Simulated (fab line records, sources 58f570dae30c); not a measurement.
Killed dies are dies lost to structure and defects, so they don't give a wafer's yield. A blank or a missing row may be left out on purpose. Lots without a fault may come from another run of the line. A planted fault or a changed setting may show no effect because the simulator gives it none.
Which tool did it? | flow berkeley_cmos170 | 14 lots, 42 wafers sampled, at 5 steps of a route of 331

WHAT THE GAUGES READ, wafer by wafer
UCB170_NWELL_OVL_MEAS_12.
lot  | measured    | on         | NWELL_OVL (nm)
L311 | day 2 10:21 | overlay-02 | 3 5 4
L312 | day 2 16:24 | overlay-01 | -4 -5 -3
L313 | day 3 01:21 | overlay-02 | -3 3 2
L315 | day 3 09:11 | overlay-02 | 2 -3 -5
L317 | day 3 14:22 | overlay-01 | -1 -5 6
L318 | day 3 21:50 | overlay-02 | 0 -6 -5
L322 | day 4 14:23 | overlay-02 | -13 -11 0
L323 | day 4 22:04 | overlay-01 | 0 1 1
L328 | day 5 20:03 | overlay-02 | 4 -1 -2
L329 | day 6 04:39 | overlay-02 | -4 5 5
L330 | day 6 08:46 | overlay-01 | 17 17 9
L331 | day 6 12:12 | overlay-02 | -5 -2 -10
L333 | day 6 23:37 | overlay-01 | -6 -10 -8
L334 | day 7 04:24 | overlay-02 | -7 -2 -3

UCB170_NWELL_TW_MEAS_16.
lot  | measured    | on            | NWELL_TW
L311 | day 2 10:44 | film_metro-02 | 1252 1256 1256
L312 | day 2 16:47 | film_metro-02 | 1250 1249 1248
L313 | day 3 01:44 | film_metro-03 | 1250 1251 1251
L315 | day 3 09:34 | film_metro-03 | 1243 1253 1242
L317 | day 3 14:45 | film_metro-02 | 1247 1254 1250
L318 | day 3 22:14 | film_metro-02 | 1253 1254 1260
L322 | day 4 14:47 | film_metro-03 | 1252 1259 1249
L323 | day 4 22:27 | film_metro-03 | 1252 1245 1249
L328 | day 5 20:27 | film_metro-04 | 1231 1236 1233
L329 | day 6 05:02 | film_metro-02 | 1258 1262 1254
L330 | day 6 09:10 | film_metro-04 | 1236 1237 1244
L331 | day 6 12:35 | film_metro-02 | 1249 1253 1252
L333 | day 6 23:59 | film_metro-04 | 1249 1249 1248
L334 | day 7 04:50 | film_metro-04 | 1256 1245 1246

UCB170_ACTIVE_THK_MEAS_06.
lot  | measured    | on            | ACTIVE_NITRIDE_THK (nm)
L311 | day 4 09:01 | film_metro-03 | 219.9 220.8 221.5
L312 | day 4 15:02 | film_metro-01 | 222.4 221.0 223.3
L313 | day 4 15:02 | film_metro-03 | 218.6 220.0 222.0
L315 | day 5 02:27 | film_metro-04 | 218.8 218.9 222.2
L317 | day 5 11:36 | film_metro-01 | 220.9 220.8 220.3
L318 | day 5 21:43 | film_metro-01 | 220.5 220.4 217.7
L322 | day 6 09:16 | film_metro-01 | 217.6 216.7 216.5
L323 | day 6 19:49 | film_metro-03 | 218.0 219.8 216.9
L328 | day 7 13:34 | film_metro-04 | 218.1 217.8 220.4
L329 | day 7 23:09 | film_metro-01 | 219.6 218.3 220.7
L330 | day 8 07:52 | film_metro-01 | 218.6 217.3 219.0
L331 | day 8 07:52 | film_metro-04 | 215.9 216.8 215.1
L333 | day 8 14:53 | film_metro-01 | 218.2 219.4 217.5
L334 | day 9 06:12 | film_metro-04 | 220.3 220.7 219.7

UCB170_GATE_CD_MEAS_90: target cd 350 nm.
lot  | measured     | on        | cd_nm (nm)
L311 | day 6 09:29  | cd_sem-01 | 351.3 350.0 350.2
L312 | day 6 23:06  | cd_sem-02 | 352.2 351.2 352.8
L313 | day 6 23:36  | cd_sem-02 | 349.0 350.0 348.8
L315 | day 6 22:48  | cd_sem-02 | 347.7 347.7 348.9
L317 | day 7 08:20  | cd_sem-01 | 350.9 349.9 350.9
L318 | day 7 23:09  | cd_sem-02 | 349.1 350.1 348.9
L322 | day 8 07:50  | cd_sem-02 | - - -
L323 | day 8 19:50  | cd_sem-01 | - - -
L328 | day 9 12:10  | cd_sem-02 | 349.0 349.8 349.5
L329 | day 10 02:49 | cd_sem-02 | 349.3 348.0 348.3
L330 | day 10 08:41 | cd_sem-01 | 346.7 346.6 346.5
L331 | day 10 08:34 | cd_sem-01 | 348.1 348.4 348.2
L333 | day 10 18:20 | cd_sem-02 | 349.9 349.8 351.1
L334 | day 11 01:49 | cd_sem-02 | 349.0 348.0 348.7

WHICH TOOL RAN EACH LOT (tool, then ch and the chambers of the sampled wafers, then the start)
lot  | UCB170_GATE_CVD_04
L311 | lpcvd-01 ch 0, day 6 06:28
L312 | lpcvd-02 ch 0, day 6 19:49
L313 | lpcvd-02 ch 1, day 6 19:49
L315 | lpcvd-02 ch 0, day 6 19:49
L317 | lpcvd-01 ch 0, day 7 05:17
L318 | lpcvd-02 ch 0, day 7 19:50
L322 | lpcvd-02 ch 0, day 8 04:47
L323 | lpcvd-02 ch 1, day 8 16:45
L328 | lpcvd-01 ch 0, day 9 08:39
L329 | lpcvd-02 ch 1, day 10 00:10
L330 | lpcvd-01 ch 1, day 10 05:29
L331 | lpcvd-01 ch 0, day 10 05:29
L333 | lpcvd-01 ch 0, day 10 15:27
L334 | lpcvd-01 ch 1, day 10 22:46
- UCB170_GATE_CVD_04: deposits poly-Si from SiH4, time 1440 s, target thk 214 nm.

WHAT THE TOOLS THEMSELVES READ (means of the sampled wafers that have a number; where no wafer has one, the mark that the record gives instead)
UCB170_GATE_CVD_04.
lot  | tool     | pressure_mtorr (mTorr) | sih4_flow_sccm (sccm) | zone_power_load_pct (%)
L311 | lpcvd-01 | 374.1                  | 120.6                 | 11.9
L312 | lpcvd-02 | 375.3                  | 120.0                 | 11.4
L313 | lpcvd-02 | 374.2                  | 119.9                 | 13.3
L315 | lpcvd-02 | 375.0                  | 119.8                 | 11.4
L317 | lpcvd-01 | 376.1                  | 120.2                 | 11.9
L318 | lpcvd-02 | 374.4                  | 119.9                 | 11.3
L322 | lpcvd-02 | -                      | -                     | -
L323 | lpcvd-02 | -                      | -                     | -
L328 | lpcvd-01 | 374.8                  | 119.8                 | 11.9
L329 | lpcvd-02 | 373.8                  | 120.3                 | 13.4
L330 | lpcvd-01 | 375.6                  | 120.2                 | 11.6
L331 | lpcvd-01 | 375.2                  | 120.1                 | 11.9
L333 | lpcvd-01 | 374.4                  | 119.8                 | 11.9
L334 | lpcvd-01 | 374.5                  | 120.5                 | 11.6

THE ANSWER, worked out from the rows above alone
Rule: what is usual is taken from the lots themselves. Put in order of their means at a reading, lots are off if they are a third of the lots or fewer, leave a main group of 4 or more, and stand apart from it by a gap of 3 or more times the standard deviation of the main group's means; of several such gaps the widest counts. A main group whose means are all the same, to the digits that the tables above print for the reading, isn't used. A lot without any number at a reading at which 4 lots or more have one is off too. The other lots that the step has rows for count as sound. The gauges are gone through in route order, then the tools' own readings, and for those a lot's mean is taken as printed above. The first step at which some lot is off is used, and at that step the reading that is off furthest; a lot without a number counts as furthest.
Off: L322, L323, at UCB170_GATE_CD_MEAS_90 (cd_nm). Without a number there: L322, L323. The main group: mean 349.3 nm, standard deviation 1.4.
A tool fits if, at a process step before that reading, it ran every lot that is off, and no sound lot after the first of them. The gauges at UCB170_GATE_CD_MEAS_90 aren't tried: what is off there is off at UCB170_GATE_CVD_04 too, on other tools, and a gauge's error can't cause that. None of those tried fits.

WHAT THE SIMULATOR HAD PUT IN
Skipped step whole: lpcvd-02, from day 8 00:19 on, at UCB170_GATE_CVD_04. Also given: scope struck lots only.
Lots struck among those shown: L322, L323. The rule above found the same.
